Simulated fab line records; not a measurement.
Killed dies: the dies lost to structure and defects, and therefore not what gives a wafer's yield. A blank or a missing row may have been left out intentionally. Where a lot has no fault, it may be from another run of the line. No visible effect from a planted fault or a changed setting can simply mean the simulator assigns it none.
Which of the tools did it? | flow rit-cmos | 13 lots with 39 wafers sampled at 3 steps, on a route of 202 steps

== WHAT THE GAUGES READ, wafer by wafer ==
RIT_SDANNEAL_RS_MEAS_04: measures by four-point-probe. Usual: PSD_RS 115.7 ohm/sq, standard deviation 0.31.
lot  | measured    | on            | PSD_RS (ohm/sq)   | flag
L830 | day 3 10:37 | film-metro-03 | 115.9 116.3 115.9 |
L831 | day 3 11:38 | film-metro-02 | 115.5 115.8 115.5 |
L832 | day 3 16:59 | film-metro-01 | 116.1 116.0 115.5 |
L833 | day 3 18:35 | film-metro-01 | 116.0 116.2 115.9 |
L835 | day 4 04:35 | film-metro-02 | 115.8 115.5 115.9 |
L836 | day 4 08:19 | film-metro-02 | 115.9 115.9 115.7 |
L838 | day 4 17:53 | film-metro-02 | 115.7 115.6 115.7 |
L839 | day 4 21:55 | film-metro-02 | 116.0 115.6 115.5 |
L840 | day 5 03:24 | film-metro-02 | 115.7 116.2 116.0 |
L841 | day 5 09:01 | film-metro-02 | 116.2 115.8 115.9 |
L842 | day 5 13:15 | film-metro-02 | 116.3 115.9 115.8 |
L843 | day 5 18:13 | film-metro-01 | 115.6 115.9 115.7 |
L845 | day 6 04:44 | film-metro-02 | 115.4 115.4 115.7 |

RIT_SILICIDE_THK_MEAS_03: measures by xrf. Usual: SILICIDE_TI_THK 30.6 nm, standard deviation 0.34.
lot  | measured    | on            | SILICIDE_TI_THK (nm) | flag
L830 | day 3 11:22 | film-metro-04 | 30.1 30.3 30.3       |
L831 | day 3 12:23 | film-metro-04 | 31.1 30.8 30.8       |
L832 | day 3 17:44 | film-metro-04 | 30.5 30.4 30.4       |
L833 | day 3 19:20 | film-metro-03 | 30.9 30.9 30.8       |
L835 | day 4 05:19 | film-metro-03 | 30.5 30.6 30.8       |
L836 | day 4 09:04 | film-metro-01 | 30.6 30.9 30.3       |
L838 | day 4 18:37 | film-metro-03 | 30.6 30.4 30.7       |
L839 | day 4 22:41 | film-metro-04 | 29.6 29.9 29.9       |
L840 | day 5 04:09 | film-metro-04 | 30.6 30.9 30.5       |
L841 | day 5 09:46 | film-metro-03 | 30.4 30.4 30.2       |
L842 | day 5 14:01 | film-metro-04 | 30.0 30.2 30.1       |
L843 | day 5 18:58 | film-metro-04 | 30.5 30.5 30.4       |
L845 | day 6 05:29 | film-metro-04 | 29.9 29.7 30.0       |

== WHAT TOOL EACH LOT RAN ON (gives the tool, then ch and the chambers of the sampled wafers, and finally the start) ==
lot  | RIT_SILICIDE_SPUTTER_01
L830 | pvd-sputter-03, day 3 11:05
L831 | pvd-sputter-01, day 3 12:07
L832 | pvd-sputter-01, day 3 17:27
L833 | pvd-sputter-03, day 3 19:04
L835 | pvd-sputter-01, day 4 05:01
L836 | pvd-sputter-02, day 4 08:47
L838 | pvd-sputter-02, day 4 18:20
L839 | pvd-sputter-01, day 4 22:25
L840 | pvd-sputter-02, day 5 03:52
L841 | pvd-sputter-01, day 5 09:29
L842 | pvd-sputter-02, day 5 13:44
L843 | pvd-sputter-01, day 5 18:41
L845 | pvd-sputter-03, day 6 05:11
- RIT_SILICIDE_SPUTTER_01: material Ti, target thk 30 nm, time 240 s.

== WHAT THE TOOLS THEMSELVES READ (means of the sampled wafers that have a number; where no wafer has one, the mark that the record gives instead) ==
RIT_SILICIDE_SPUTTER_01. Usual: throttle-valve-pct 29.7 %, standard deviation 0.83.
lot  | tool           | throttle-valve-pct (%) | flag
L830 | pvd-sputter-03 | 29.9                   |
L831 | pvd-sputter-01 | 29.4                   |
L832 | pvd-sputter-01 | 29.5                   |
L833 | pvd-sputter-03 | 29.5                   |
L835 | pvd-sputter-01 | 29.8                   |
L836 | pvd-sputter-02 | 30.5                   |
L838 | pvd-sputter-02 | 29.7                   |
L839 | pvd-sputter-01 | 29.8                   |
L840 | pvd-sputter-02 | 30.4                   |
L841 | pvd-sputter-01 | 29.7                   |
L842 | pvd-sputter-02 | 29.9                   |
L843 | pvd-sputter-01 | 29.5                   |
L845 | pvd-sputter-03 | 30.5                   |

== THE ANSWER, worked out from the rows above alone ==
Rule: take the mean of a lot's wafers that have a number; if it is more than 3 standard deviations from the usual mean, the lot is off. Also off: a lot with no number at a reading for which 4 or more lots have one. Where the step has rows for the other lots, those lots are counted as sound. Order of review: gauges by route order, followed by the tools' own readings, for which a lot's mean as printed above is used. The first step at which some lot is off is used, and at that step the reading that is off furthest; a lot without a number counts as furthest.
No lot is off at any reading shown: from this, nothing can be told.

== WHAT HAD BEEN PUT IN BY THE SIMULATOR ==
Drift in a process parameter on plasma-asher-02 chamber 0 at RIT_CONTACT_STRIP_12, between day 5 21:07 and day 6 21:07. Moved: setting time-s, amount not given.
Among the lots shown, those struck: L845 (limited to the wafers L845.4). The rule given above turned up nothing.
